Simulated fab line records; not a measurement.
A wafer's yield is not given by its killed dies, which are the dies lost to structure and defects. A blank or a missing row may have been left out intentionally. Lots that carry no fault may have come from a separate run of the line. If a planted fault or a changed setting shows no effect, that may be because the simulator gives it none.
fab line records	flow berkeleyCmos170
record lots=5	wafers=15	lastDay=13
route steps=331 shown M2@280 V2@292 M3@309
lots with no fault: from the same line, run without faults
startH: hours from the record's opening day to when the first of the lot's shown wafers began	waitH: hours since the lot's step before	" identical to the entry in the row above	L1.1+2: several wafers, shown together as one row	- value missing, or start not given	* or withheld: withheld	< > ~ a bound
route shown NAME@n: names a module that has steps shown in the file, with the first one's number in the route	usual: mean and standard deviation over wafers with no fault	same: alike in all rows	chamber/n: place in a boat	sites: per-site readings	_std_site: standard deviation across them	_edge_site: mean of outer sites minus mean of inner sites	radiusMm: for every site, how far away it sits from the centre of the wafer	mask NAME#n: copy n	behind: the last tool/chamber to shape the wafer	hold: cause of the lot's hold/its duration in hours/its outcome	device: names the non-switching transistor (n, p or np)	end of line: tests of these same wafers at the route's end	a step without rows: its recipe alone	killed: not the wafer's yield, but the dies lost to structure and defects at the first sort	map: per-die view of a wafer (x killed, . not killed, _ where there is no die)
set.NAME: the setting that was run; set.NAME@STEP: the one run at that earlier step	model.NAME: the simulator's own value behind a step, which no gauge read
lots seen at some steps along the route; tables by step, rows by wafer
services: when a tool's chamber went out of use (startH, in hours from the record's first day, below 0 if earlier), for how many hours, and the reason
## steps
# step UCB170_M2_COAT_09
# recipe resist=BARC	tempC=withheld	timeS=withheld	spinRpm=3000	resistThkNm=withheld
# step UCB170_M2_COAT_10
# recipe resist=KrF	spinRpm=1500	resistThkNm=900
# step UCB170_M2_SOFTBAKE_11
# recipe resist=KrF	tempC=130	timeS=60
# step UCB170_M2_EXPOSE_12
# recipe maskId=METAL2	targetCdNm=700	na=0.5	sigmaOuter=0.6	sourceShape=conventional	doseMj=26
# step UCB170_M2_PEB_13
# recipe pebTempC=130	pebTimeS=withheld	resist=KrF
# step UCB170_M2_DEVELOP_14
# recipe developer=TMAH	developTimeS=45	resist=KrF	devTempC=21
# step UCB170_M2_CD_MEAS_15
# recipe targetCdNm=700
# usual cdNm=700.0/1.3
lot.wafer	tool	chamber	startH	waitH	cdNm
L153.2	cdSem-01	-	188.21	-	699.5
L153.4	"	-	"	"	700.3
L153.6	"	-	"	"	698.8
L154.1	cdSem-02	-	211.18	-	698.9
L154.5	"	-	"	"	700.0
L154.6	"	-	"	"	699.8
L156.3	cdSem-02	-	225.87	-	697.5
L156.4	"	-	"	"	697.1
L156.6	"	-	"	"	697.8
L161.3	cdSem-02	-	258.85	-	700.4
L161.4	"	-	"	"	700.7
L161.5	"	-	"	"	700.5
L171.4	cdSem-02	-	295.51	-	699.9
L171.5	"	-	"	"	699.8
L171.6	"	-	"	"	698.7
# step UCB170_M2_OVL_MEAS_16
# usual M2_OVL=0/5.2
lot.wafer	tool	chamber	startH	waitH	M2_OVL[nm]
L153.2	overlay-01	-	188.32	0.1	2
L153.4	"	-	"	"	-1
L153.6	"	-	"	"	-7
L154.1	overlay-01	-	211.30	0.1	-2
L154.5	"	-	"	"	-3
L154.6	"	-	"	"	2
L156.3	overlay-01	-	225.97	0.1	-1
L156.4	"	-	"	"	1
L156.6	"	-	"	"	1
L161.3	overlay-01	-	258.94	0.1	-8
L161.4	"	-	"	"	-3
L161.5	"	-	"	"	-6
L171.4	overlay-02	-	295.58	0.1	1
L171.5	"	-	"	"	-4
L171.6	"	-	"	"	-2
# step UCB170_M2_ETCH_17
# recipe chemistry=N2/H2	targetDepthA=withheld	overetchA=withheld	target=BARC	timeS=withheld	sourceW=500	biasW=101.7	pressureMtorr=30	n2FlowSccm=100	h2FlowSccm=200
# usual drypumpMotorCurrentA=5.6/0.56	h2FlowSccm=199.9/0.59	oesProductAu=1.003/0.016	throttleValvePct=13.25/0.2
lot.wafer	tool	chamber	startH	waitH	drypumpMotorCurrentA	h2FlowSccm	oesProductAu	throttleValvePct
L153.2	rieDiel-03	2	188.35	0.0	4.9	199.6	1.019	13.31
L153.4	"	1	"	"	6.6	198.9	1.023	13.46
L153.6	"	0	"	"	5.7	200.2	1.016	13.43
L154.1	rieDiel-01	0	211.34	0.0	5.2	199.9	1.003	12.94
L154.5	"	3	"	"	5.1	200.7	0.996	13.22
L154.6	"	0	"	"	5.2	199.7	1.002	12.95
L156.3	rieDiel-01	2	225.99	0.0	5.5	200.2	0.979	13.51
L156.4	"	0	"	"	5.2	199.4	1.002	12.94
L156.6	"	1	"	"	5.3	199.4	1.020	13.07
L161.3	rieDiel-03	3	258.96	0.0	6.2	200.1	0.971	13.24
L161.4	"	1	"	"	6.6	199.2	1.044	13.46
L161.5	"	3	"	"	6.2	199.6	0.970	13.27
L171.4	rieDiel-04	2	295.60	0.0	5.8	200.4	1.004	13.27
L171.5	"	0	"	"	5.9	199.3	0.997	13.09
L171.6	"	3	"	"	4.9	200.0	1.012	13.51
# step UCB170_M2_METAL_ETCH_18
# recipe chemistry=Cl2/BCl3	target=Al	stopOn=SiO2	pressureMtorr=12	targetDepthA=11700	overEtchFrac=0.3	timeS=195	icpW=600	biasW=120	Cl2_flow_sccm=90	bcl3FlowSccm=45
# usual drypumpMotorCurrentA=5.7/0.43	oesProductAu=0.862/0.013	throttleValvePct=24.40/0.28
lot.wafer	tool	chamber	startH	waitH	drypumpMotorCurrentA	oesProductAu	rfHoursCounterH	throttleValvePct
L153.2	rieMetal-03	1	188.39	-	5.8	0.873	9	24.39
L153.4	"	0	"	"	6.2	0.869	-	24.15
L153.6	"	0	"	"	6.2	0.870	-	24.16
L154.1	rieMetal-01	1	211.38	-	5.6	0.861	11	24.65
L154.5	"	1	"	"	5.6	0.862	-	24.66
L154.6	"	0	"	"	6.4	0.860	-	24.46
L156.3	rieMetal-03	0	226.09	-	6.2	0.876	-	24.14
L156.4	"	1	"	"	5.9	0.880	-	24.38
L156.6	"	0	"	"	6.2	0.864	-	24.15
L161.3	rieMetal-03	1	259.07	-	5.8	0.881	-	24.37
L161.4	"	0	"	"	6.2	0.867	-	24.16
L161.5	"	0	"	"	6.2	0.878	-	24.15
L171.4	rieMetal-01	1	295.71	-	5.6	0.872	-	24.65
L171.5	"	1	"	"	5.6	0.876	-	24.67
L171.6	"	0	"	"	6.4	0.874	-	24.47
# step UCB170_M2_STRIP_19
# recipe chemistry=O2	powerW=400	pressureMtorr=3500	platenTempC=withheld	o2FlowSccm=400	overashFraction=0.5
# usual drypumpMotorCurrentA=5.5/0.55	oesProductAu=0.549/0.017
lot.wafer	tool	chamber	startH	waitH	drypumpMotorCurrentA	oesProductAu	rfHoursCounterH
L153.2	plasmaAsher-01	1	188.58	0.1	6.3	0.573	39
L153.4	"	1	"	"	6.3	0.542	-
L153.6	"	0	"	"	5.1	0.548	-
L154.1	plasmaAsher-03	0	211.57	0.1	6.0	0.517	47
L154.5	"	1	"	"	4.8	0.511	-
L154.6	"	0	"	"	6.0	0.547	-
L156.3	plasmaAsher-03	0	226.25	0.1	6.1	0.542	-
L156.4	"	1	"	"	4.8	0.589	-
L156.6	"	0	"	"	6.0	0.546	-
L161.3	plasmaAsher-03	0	259.22	0.1	6.0	0.571	-
L161.4	"	1	"	"	4.8	0.536	-
L161.5	"	1	"	"	4.8	0.538	-
L171.4	plasmaAsher-01	1	295.87	0.1	6.2	0.533	-
L171.5	"	1	"	"	6.3	0.534	-
L171.6	"	0	"	"	5.1	0.543	-
# step UCB170_M2_CD_MEAS_90
# recipe targetCdNm=700
# usual cdNm=699.5/2.8
lot.wafer	tool	chamber	startH	waitH	cdNm
L153.2	cdSem-01	-	188.70	0.1	696.5
L153.4	"	-	"	"	696.8
L153.6	"	-	"	"	696.2
L154.1	cdSem-02	-	211.67	0.1	696.4
L154.5	"	-	"	"	695.2
L154.6	"	-	"	"	698.7
L156.3	cdSem-02	-	226.36	0.1	695.2
L156.4	"	-	"	"	694.4
L156.6	"	-	"	"	695.3
L161.3	cdSem-01	-	259.33	0.1	698.7
L161.4	"	-	"	"	694.1
L161.5	"	-	"	"	696.1
L171.4	cdSem-02	-	295.99	0.1	699.4
L171.5	"	-	"	"	701.6
L171.6	"	-	"	"	703.6
# step UCB170_V2_CVD_00
# recipe material=SiO2	targetThkNm=2000	tempC=390	precursor=TEOS/O2	timeS=250	rfW=550	pressureMtorr=9000
# usual heaterPowerW=233/49	pressureMtorr=8998/19	susceptorTempC=390.01/0.23
lot.wafer	tool	chamber	startH	waitH	heaterPowerW	pressureMtorr	susceptorTempC	model.SiO2_of_V2_CVD_00.thkNm
L153.2	pecvd-01	1	188.80	0.1	289	8992	389.67	1997
L153.4	"	1	"	"	225	8997	389.89	2033
L153.6	"	2	"	"	192	9035	389.64	2044
L154.1	pecvd-04	2	211.79	0.1	244	8994	390.13	1991
L154.5	"	0	"	"	229	9001	390.26	2042
L154.6	"	2	"	"	173	9000	390.33	2025
L156.3	pecvd-02	1	226.44	0.1	207	8967	390.19	1970
L156.4	"	1	"	"	150	8991	390.47	2015
L156.6	"	2	"	"	325	9021	389.77	2009
L161.3	pecvd-02	1	259.41	0.1	202	9017	389.91	1957
L161.4	"	2	"	"	247	9016	390.13	1989
L161.5	"	0	"	"	171	8946	389.79	2001
L171.4	pecvd-02	1	296.13	0.1	153	9005	389.95	846.1
L171.5	"	0	"	"	168	8998	390.22	855
L171.6	"	2	"	"	249	8979	389.64	869.9
# step UCB170_V2_THK_MEAS_01
# recipe reads=SiO2_of_V2_CVD_00
# usual V2_TEOS_THK=2002/27
lot.wafer	tool	chamber	startH	waitH	V2_TEOS_THK[nm]
L153.2	filmMetro-02	-	188.96	0.1	1998
L153.4	"	-	"	"	2033
L153.6	"	-	"	"	2044
L154.1	filmMetro-04	-	211.95	0.1	1990
L154.5	"	-	"	"	2042
L154.6	"	-	"	"	2025
L156.3	filmMetro-02	-	226.61	0.1	1971
L156.4	"	-	"	"	2015
L156.6	"	-	"	"	2011
L161.3	filmMetro-02	-	259.59	0.1	1956
L161.4	"	-	"	"	1989
L161.5	"	-	"	"	2001
L171.4	filmMetro-04	-	296.24	0.0	846
L171.5	"	-	"	"	856
L171.6	"	-	"	"	870
# step UCB170_V2_CMP_02
# recipe material=SiO2	downForcePsi=6	platenRpm=60	padVelocityMS=0.75398
# usual motorCurrentA=16.5/1.7	slurryFlowMlMin=150.0/0.49
lot.wafer	tool	chamber	startH	waitH	motorCurrentA	slurryFlowMlMin
L153.2	cmp-02	2	189.06	0.1	19.0	149.8
L153.4	"	3	"	"	16.8	149.7
L153.6	"	1	"	"	19.6	148.9
L154.1	cmp-02	3	212.11	0.1	16.6	150.1
L154.6	"	1	"	"	18.7	148.9
L154.5	"	2	"	"	19.2	150.3
L156.3	cmp-01	0	226.65	0.0	16.5	149.9
L156.4	"	3	"	"	16.3	150.1
L156.6	"	0	"	"	16.6	149.8
L161.3	cmp-01	0	259.68	0.1	16.3	149.7
L161.4	"	1	"	"	13.8	149.4
L161.5	"	3	"	"	17.3	150.1
L171.4	cmp-02	1	296.37	0.1	18.3	149.9
L171.5	"	3	"	"	16.4	150.3
L171.6	"	0	"	"	15.9	150.2
# step UCB170_V2_BOW_MEAS_03
# recipe mode=bow
# usual V2_BOW=36/8.1
lot.wafer	tool	chamber	startH	waitH	V2_BOW[um]
L153.2	filmMetro-02	-	189.33	0.2	44
L153.4	"	-	"	"	62
L153.6	"	-	"	"	58
L154.1	filmMetro-02	-	212.31	0.1	32
L154.5	"	-	"	"	44
L154.6	"	-	"	"	44
L156.3	filmMetro-02	-	226.99	0.3	47
L156.4	"	-	"	"	34
L156.6	"	-	"	"	38
L161.3	filmMetro-04	-	259.97	0.2	51
L161.4	"	-	"	"	24
L161.5	"	-	"	"	35
L171.4	filmMetro-04	-	296.63	0.2	48
L171.5	"	-	"	"	23
L171.6	"	-	"	"	31
# step UCB170_V2_THK_MEAS_04
# recipe reads=SiO2_of_V2_CVD_00
# usual V2_POLISHED_THK=999.8/1.2
lot.wafer	tool	chamber	startH	waitH	V2_POLISHED_THK[nm]
L153.2	filmMetro-02	-	189.44	0.1	998.8
L153.4	"	-	"	"	998.3
L153.6	"	-	"	"	1000.1
L154.1	filmMetro-02	-	212.43	0.1	1000.2
L154.5	"	-	"	"	1001.3
L154.6	"	-	"	"	1000.6
L156.3	filmMetro-02	-	227.09	0.1	999.8
L156.4	"	-	"	"	999.9
L156.6	"	-	"	"	999.0
L161.3	filmMetro-04	-	260.07	0.1	998.2
L161.4	"	-	"	"	1000.9
L161.5	"	-	"	"	1000.5
L171.4	filmMetro-04	-	296.72	0.1	847.2
L171.5	"	-	"	"	856.0
L171.6	"	-	"	"	869.9
# step UCB170_V2_CLEAN_05
# recipe chemistry=DIW
# step UCB170_V2_HMDS_06
# recipe primeTimeS=60	primeTempC=100
# step UCB170_V2_COAT_07
# recipe resist=KrF	spinRpm=1500	resistThkNm=900
# step UCB170_V2_SOFTBAKE_08
# recipe resist=KrF	tempC=130	timeS=60
# step UCB170_V2_EXPOSE_09
# recipe maskId=VIA2	targetCdNm=700	na=0.5	sigmaOuter=0.6	sourceShape=conventional	doseMj=37
# step UCB170_V2_PEB_10
# recipe pebTempC=130	pebTimeS=withheld	resist=KrF
# step UCB170_V2_DEVELOP_11
# recipe developer=TMAH	developTimeS=45	resist=KrF	devTempC=21
# step UCB170_V2_CD_MEAS_12
# recipe targetCdNm=700
# usual cdNm=699.7/1.7
lot.wafer	tool	chamber	startH	waitH	cdNm
L153.2	cdSem-01	-	190.65	-	698.2
L153.4	"	-	"	"	698.7
L153.6	"	-	"	"	698.6
L154.1	cdSem-02	-	213.79	-	698.0
L154.5	"	-	"	"	701.0
L154.6	"	-	"	"	699.1
L156.3	cdSem-02	-	228.33	-	698.4
L156.4	"	-	"	"	698.3
L156.6	"	-	"	"	698.8
L161.3	cdSem-01	-	261.77	-	699.5
L161.4	"	-	"	"	700.9
L161.5	"	-	"	"	700.2
L171.4	cdSem-02	-	297.98	-	703.0
L171.5	"	-	"	"	702.3
L171.6	"	-	"	"	702.5
# step UCB170_V2_OVL_MEAS_13
# usual V2_OVL=-1/5.9
lot.wafer	tool	chamber	startH	waitH	V2_OVL[nm]
L153.2	overlay-01	-	190.76	0.1	-2
L153.4	"	-	"	"	1
L153.6	"	-	"	"	1
L154.1	overlay-01	-	213.91	0.1	5
L154.5	"	-	"	"	9
L154.6	"	-	"	"	-2
L156.3	overlay-02	-	228.43	0.1	2
L156.4	"	-	"	"	13
L156.6	"	-	"	"	6
L161.3	overlay-01	-	261.86	0.1	-7
L161.4	"	-	"	"	-13
L161.5	"	-	"	"	-1
L171.4	overlay-01	-	298.06	0.1	-2
L171.5	"	-	"	"	-2
L171.6	"	-	"	"	-2
# step UCB170_V2_ETCH_14
# recipe chemistry=CHF3/CF4/Ar	target=SiO2	stopOn=Al	CHF3_flow_sccm=45	cf4FlowSccm=15	Ar_flow_sccm=150	pressureMtorr=200	rfW=700	targetDepthA=12500	overEtchFrac=0.25	timeS=291
# usual drypumpMotorCurrentA=5.7/0.5	oesProductAu=0.871/0.013	throttleValvePct=6.94/0.1
lot.wafer	tool	chamber	startH	waitH	drypumpMotorCurrentA	oesProductAu	rfHoursCounterH	throttleValvePct	model.V2.featureDepthNm	model.etch.depthNm
L153.2	rieDiel-03	2	190.79	0.0	4.9	0.879	115	6.93	1000	1000
L153.4	"	1	"	"	6.6	0.881	112	7.09	998.8	998.5
L153.6	"	2	"	"	4.9	0.876	-	6.93	1000	1000
L154.1	rieDiel-03	1	213.94	0.0	6.5	0.880	113	7.08	1000	999.7
L154.5	"	1	"	"	6.5	0.886	-	7.09	1002	1001
L154.6	"	2	"	"	4.9	0.880	-	6.93	1000	1000
L156.3	rieDiel-03	1	228.45	0.0	6.6	0.886	114	7.07	1000	999.8
L156.4	"	0	"	"	5.6	0.886	121	7.07	1000	1000
L156.6	"	1	"	"	6.6	0.885	-	7.08	999	998.7
L161.3	rieDiel-03	2	261.88	0.0	4.9	0.868	118	6.91	998.9	998.9
L161.4	"	3	"	"	6.2	0.853	1	6.77	1000	1000
L161.5	"	1	"	"	6.6	0.890	-	7.08	1001	1001
L171.4	rieDiel-03	0	298.08	0.0	5.7	0.809	125	7.09	846.1	846.1
L171.5	"	2	"	"	4.9	0.801	-	6.92	855	855
L171.6	"	1	"	"	6.6	0.812	-	7.06	870.2	869.9
# step UCB170_V2_STRIP_15
# recipe chemistry=O2	powerW=400	pressureMtorr=3500	platenTempC=withheld	o2FlowSccm=400	overashFraction=0.5
# usual drypumpMotorCurrentA=5.7/0.49	oesProductAu=0.722/0.0051	stripTimeToEndpointS=15.37/0.1
lot.wafer	tool	chamber	startH	waitH	drypumpMotorCurrentA	oesProductAu	rfHoursCounterH	stripTimeToEndpointS
L153.2	plasmaAsher-04	0	190.97	0.1	5.9	0.721	8	15.27
L153.4	"	0	"	"	5.9	0.715	-	15.24
L153.6	"	0	"	"	5.9	0.724	-	15.28
L154.1	plasmaAsher-01	1	214.12	0.1	6.2	0.717	41	15.26
L154.5	"	1	"	"	6.2	0.716	-	15.34
L154.6	"	0	"	"	5.1	0.718	-	15.22
L156.3	plasmaAsher-01	1	228.66	0.1	6.2	0.725	-	15.17
L156.4	"	0	"	"	5.1	0.715	-	15.45
L156.6	"	0	"	"	5.1	0.728	-	15.27
L161.3	plasmaAsher-04	1	262.09	0.1	5.3	0.729	-	15.34
L161.4	"	0	"	"	5.9	0.724	-	15.44
L161.5	"	1	"	"	5.3	0.723	-	15.25
L171.4	plasmaAsher-02	1	298.29	0.1	5.3	0.720	-	15.53
L171.5	"	1	"	"	5.3	0.727	-	15.56
L171.6	"	0	"	"	6.3	0.734	-	15.43
# step UCB170_V2_CD_MEAS_90
# recipe targetCdNm=700
# usual cdNm=699.7/1.9
lot.wafer	tool	chamber	startH	waitH	cdNm
L153.2	cdSem-01	-	191.09	0.1	698.4
L153.4	"	-	"	"	700.2
L153.6	"	-	"	"	698.8
L154.1	cdSem-01	-	214.22	0.1	698.5
L154.5	"	-	"	"	701.7
L154.6	"	-	"	"	699.1
L156.3	cdSem-01	-	228.77	0.1	699.2
L156.4	"	-	"	"	697.5
L156.6	"	-	"	"	698.8
L161.3	cdSem-01	-	262.20	0.1	700.1
L161.4	"	-	"	"	701.5
L161.5	"	-	"	"	700.5
L171.4	cdSem-02	-	298.42	0.1	703.2
L171.5	"	-	"	"	702.5
L171.6	"	-	"	"	703.1
# step UCB170_M3_PRE_CLEAN_00
# recipe gas=Ar	precleanEtchTimeS=60
# step UCB170_M3_SPUTTER_01
# recipe material=Al	targetThkNm=900	timeS=120	powerW=6240	chamberPressurePa=0.5
# step UCB170_M3_RS_MEAS_02
# recipe thkMeasGauge=four-point-probe	reads=Al_of_M3_SPUTTER_01
# usual M3_AL_RS=0.0311/0.00036
lot.wafer	tool	chamber	startH	waitH	M3_AL_RS[ohm/sq]
L153.2	filmMetro-01	-	191.36	0.1	0.0307
L153.4	"	-	"	"	0.0308
L153.6	"	-	"	"	0.0309
L154.1	filmMetro-03	-	214.49	0.0	0.0304
L154.5	"	-	"	"	0.0303
L154.6	"	-	"	"	0.0307
L156.3	filmMetro-03	-	229.04	0.1	0.0311
L156.4	"	-	"	"	0.0311
L156.6	"	-	"	"	0.0315
L161.3	filmMetro-02	-	262.47	0.1	0.0311
L161.4	"	-	"	"	0.0313
L161.5	"	-	"	"	0.0313
L171.4	filmMetro-01	-	298.69	0.1	0.0306
L171.5	"	-	"	"	0.0315
L171.6	"	-	"	"	0.0312
# step UCB170_M3_THK_MEAS_03
# recipe thkMeasGauge=xrf	reads=Al_of_M3_SPUTTER_01
# usual M3_AL_THK=917/10
lot.wafer	tool	chamber	startH	waitH	M3_AL_THK[nm]
L153.2	filmMetro-01	-	191.47	0.1	931
L153.4	"	-	"	"	925
L153.6	"	-	"	"	922
L154.1	filmMetro-03	-	214.61	0.1	929
L154.5	"	-	"	"	941
L154.6	"	-	"	"	931
L156.3	filmMetro-03	-	229.14	0.1	910
L156.4	"	-	"	"	910
L156.6	"	-	"	"	907
L161.3	filmMetro-02	-	262.57	0.1	920
L161.4	"	-	"	"	913
L161.5	"	-	"	"	914
L171.4	filmMetro-01	-	298.78	0.1	931
L171.5	"	-	"	"	910
L171.6	"	-	"	"	923
# step UCB170_M3_HMDS_04
# recipe primeTimeS=60	primeTempC=100
# step UCB170_M3_COAT_05
# recipe resist=KrF	spinRpm=1500	resistThkNm=900
# step UCB170_M3_SOFTBAKE_06
# recipe resist=KrF	tempC=130	timeS=60
# step UCB170_M3_STRIP_07
# recipe chemistry=O2	powerW=400	pressureMtorr=3500	platenTempC=withheld	o2FlowSccm=400	overashFraction=0.5
# step UCB170_M3_STRIP_08
# recipe chemistry=DMSO	tempC=80	timeS=600	material=KrF
# step UCB170_M3_COAT_09
# recipe resist=BARC	tempC=withheld	timeS=withheld	spinRpm=3000	resistThkNm=withheld
# step UCB170_M3_COAT_10
# recipe resist=KrF	spinRpm=1514	resistThkNm=900
# step UCB170_M3_SOFTBAKE_11
# recipe resist=KrF	tempC=130	timeS=60
# step UCB170_M3_EXPOSE_12
# recipe maskId=METAL3	targetCdNm=700	na=0.5	sigmaOuter=0.6	sourceShape=conventional	doseMj=26
# step UCB170_M3_METAL_ETCH_18
# recipe chemistry=Cl2/BCl3	target=Al	stopOn=SiO2	pressureMtorr=12	targetDepthA=11700	overEtchFrac=0.3	timeS=195	icpW=600	biasW=120	Cl2_flow_sccm=90	bcl3FlowSccm=45
# usual drypumpMotorCurrentA=6.07/0.26	oesProductAu=0.879/0.0089	throttleValvePct=24.50/0.16
lot.wafer	tool	chamber	startH	waitH	drypumpMotorCurrentA	oesProductAu	rfHoursCounterH	throttleValvePct	model.SiO2_of_V2_CVD_00.thkNm
L153.2	rieMetal-03	1	194.97	-	5.84	0.892	9	24.37	941.4
L153.4	"	0	"	"	6.19	0.878	-	24.17	936.8
L153.6	"	1	"	"	5.79	0.879	-	24.37	941.6
L154.1	rieMetal-04	0	216.44	-	6.21	0.890	3	24.60	937
L154.5	"	1	"	"	6.16	0.890	-	24.58	939.9
L154.6	"	0	"	"	6.23	0.887	-	24.62	937.9
L156.3	rieMetal-01	1	235.43	-	5.56	0.885	-	24.65	935.9
L156.4	"	0	"	"	6.37	0.866	-	24.46	939.2
L156.6	"	0	"	"	6.35	0.866	-	24.46	938
L161.3	rieMetal-03	0	266.87	-	6.19	0.873	-	24.14	937.6
L161.4	"	1	"	"	5.81	0.882	-	24.38	940.9
L161.5	"	1	"	"	5.79	0.878	-	24.38	941.7
L171.4	rieMetal-03	0	301.43	-	6.17	0.878	-	24.14	784.7
L171.5	"	0	"	"	6.19	0.868	-	24.17	793
L171.6	"	1	"	"	5.76	0.877	-	24.39	810.8
## services
tool	chamber	startH	hours	kind
rieDiel-01	-	174.31	0.5	repair
cmp-02	-	195.95	2.5	repair
rieDiel-04	1	198.96	10.0	repair
cmp-02	-	203.01	7.7	pm
plasmaAsher-03	-	209.78	1.6	repair
rieMetal-04	1	211.35	5.0	repair
cmp-02	-	227.20	1.0	repair
rieMetal-03	0	230.88	3.7	repair
rieDiel-03	2	231.76	6.3	repair
cmp-02	-	232.00	4.0	pm
cmp-02	-	240.45	2.1	repair
cmp-02	-	241.66	2.8	repair
rieMetal-04	-	249.95	1.4	pm
rieDiel-01	1	253.43	55.4	repair
cmp-02	-	259.49	2.8	repair
pecvd-01	-	260.60	1.5	repair
pecvd-01	-	265.10	3.4	repair
cmp-02	-	265.14	2.3	repair
rieMetal-03	-	274.08	1.8	repair
cmp-01	-	276.28	5.0	pm
rieMetal-04	1	284.94	9.2	repair
cmp-02	-	288.17	4.3	repair
rieDiel-01	-	289.13	3.2	repair
cmp-02	-	300.65	1.5	repair
## key
firstSign step=UCB170_V2_THK_MEAS_01	reading=V2_TEOS_THK	direction=down	sigmas=42	usual=2002	struck=857
effect step=UCB170_V2_THK_MEAS_04	reading=V2_POLISHED_THK	direction=down	sigmas=99+	usual=999.8	struck=857.7
effect step=UCB170_V2_ETCH_14	reading=oesProductAu	direction=down	sigmas=5	usual=0.871	struck=0.807
modelEffect step=UCB170_V2_CVD_00	value=SiO2_of_V2_CVD_00.thkNm	without=2002	struck=857
modelEffect step=UCB170_V2_ETCH_14	value=V2.featureDepthNm	without=999.8	struck=857.1
modelEffect step=UCB170_M3_METAL_ETCH_18	value=SiO2_of_V2_CVD_00.thkNm	without=938.9	struck=796.2
metAt UCB170_V2_CVD_00
struckWafers L171.4,L171.5,L171.6
sortLeftOut L171.4,L171.5,L171.6
testerLeftOut L171
onsetBetween 259.41 296.13
alsoFits time
earlierFault kind=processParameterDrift	tool=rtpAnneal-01	chamber=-	onsetH=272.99	steps=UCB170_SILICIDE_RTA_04	channel=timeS	offset=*	shape=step	endH=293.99	actsIn=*	stated=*
fault kind=processParameterDrift	tool=pecvd-02	chamber=-	onsetH=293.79	steps=UCB170_V2_CVD_00	channel=targetThkNm	offset=-1135.9	shape=step	endH=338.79	actsIn=theseRecipesOnly	stated=2000
# testerLeftOut: of these lots the tester's yield and bins aren't shown, on N5 and GAA mostly nor the transistor test; their killed dies are dies lost to structure and defects alone, not to doping, threshold or leakage, so they don't give the yield
# sortLeftOut: the simulated sort isn't trusted on such a fault, so these wafers' sort isn't shown, and their yield isn't known
